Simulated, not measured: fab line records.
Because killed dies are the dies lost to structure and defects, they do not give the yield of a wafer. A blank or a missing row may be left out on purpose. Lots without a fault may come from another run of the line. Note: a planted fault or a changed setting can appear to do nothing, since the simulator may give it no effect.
Comparing a struck lot with a sound one    flow rit-cmos    15 steps out of a route of 202
Sound: these wafers, L433.2, L433.3, L433.4. Wafers L445.2, L445.4, L445.5 were the ones struck. The cause is given at the end.
Each step with rows lists, per side, the tool, then ch with its chambers, then its first start. Under that, the readings that differ: sound wafers    struck wafers    difference of the means    sigmas: that difference in standard deviations of wafers without a fault.
alike: words and numbers the same on both sides, and readings whose means are apart by under 2 such deviations; not compared: readings that were withheld, readings missing a value for some wafer, numbers with overlapping values and no deviation given by the record, and bounds like >300 which may hide the same value.
Wherever a step has rows on one side only, a row that says differs or no value, or a row with sigmas, the two part there. Non-overlapping numbers with no deviation appear without sigmas and do not part them. A reading missing from all wafers of one side parts the sides only when that side holds two or more wafers.

first, 2 steps without rows for these wafers: RIT_NSD_HARDBAKE_07 (time 60 s); RIT_NSD_IMPLANT_08.
RIT_NSD_STRIP_09: strips in O2, time 180 s.
  sound on plasma-asher-03 ch 0,1, day 4 07:34; struck on plasma-asher-03 ch 0,1, day 6 07:32
  alike: drypump-motor-current-A
  not compared: rf-hours-counter-h
RIT_NSD_TW_MEAS_10:
  sound on film-metro-04, day 4 07:44; struck on film-metro-02, day 6 07:44
reading  sound           struck          difference  sigmas
NSD_TW   3097 3086 3108  3119 3110 3134  +24         +2
then, 6 steps without rows for these wafers: RIT_PSD_HMDS_00 (prime time 60 s); RIT_PSD_COAT_01 (resist thk 1000 nm); RIT_PSD_SOFTBAKE_02 (time 60 s); RIT_PSD_EXPOSE_03 (exposes mask M10, target cd 40900 nm); RIT_PSD_PEB_04; RIT_PSD_DEVELOP_05 (develop time 50 s).
RIT_PSD_OVL_MEAS_06:
  sound on overlay-01, day 4 08:53; struck on overlay-01, day 6 08:46
  alike: PSD_OVL
then, 1 step without rows for these wafers: RIT_PSD_HARDBAKE_07 (time 60 s).
RIT_PSD_IMPLANT_08:
  sound on implanter-01 ch 0, day 4 09:13; struck on implanter-01 ch 0, day 6 08:59
reading        sound                      struck                         difference  sigmas
dose-ions-cm2  4.999e+15 5e+15 4.996e+15  5.401e+15 5.407e+15 5.395e+15  +4.027e+14  +88
  alike: beam-energy-keV, faraday-current-uA
RIT_PSD_STRIP_09: strips in O2, time 180 s.
  sound on plasma-asher-03 ch 0,1, day 4 09:20; struck on plasma-asher-01 ch 1, day 6 09:06
  alike: drypump-motor-current-A
  not compared: rf-hours-counter-h
RIT_M1_PROBE_99:
  sound on prober-02, day 4 19:15; struck on prober-02, day 6 17:37
  alike: killed-at-contacts, killed-at-front-end, killed-dies, killed-open, killed-short

== WHERE THEY PART ==
First at RIT_NSD_TW_MEAS_10; last, within this record, at RIT_PSD_IMPLANT_08. Later steps at which nothing parts them and some readings are alike: RIT_PSD_STRIP_09, RIT_M1_PROBE_99.

WHY: the cause the simulator had injected
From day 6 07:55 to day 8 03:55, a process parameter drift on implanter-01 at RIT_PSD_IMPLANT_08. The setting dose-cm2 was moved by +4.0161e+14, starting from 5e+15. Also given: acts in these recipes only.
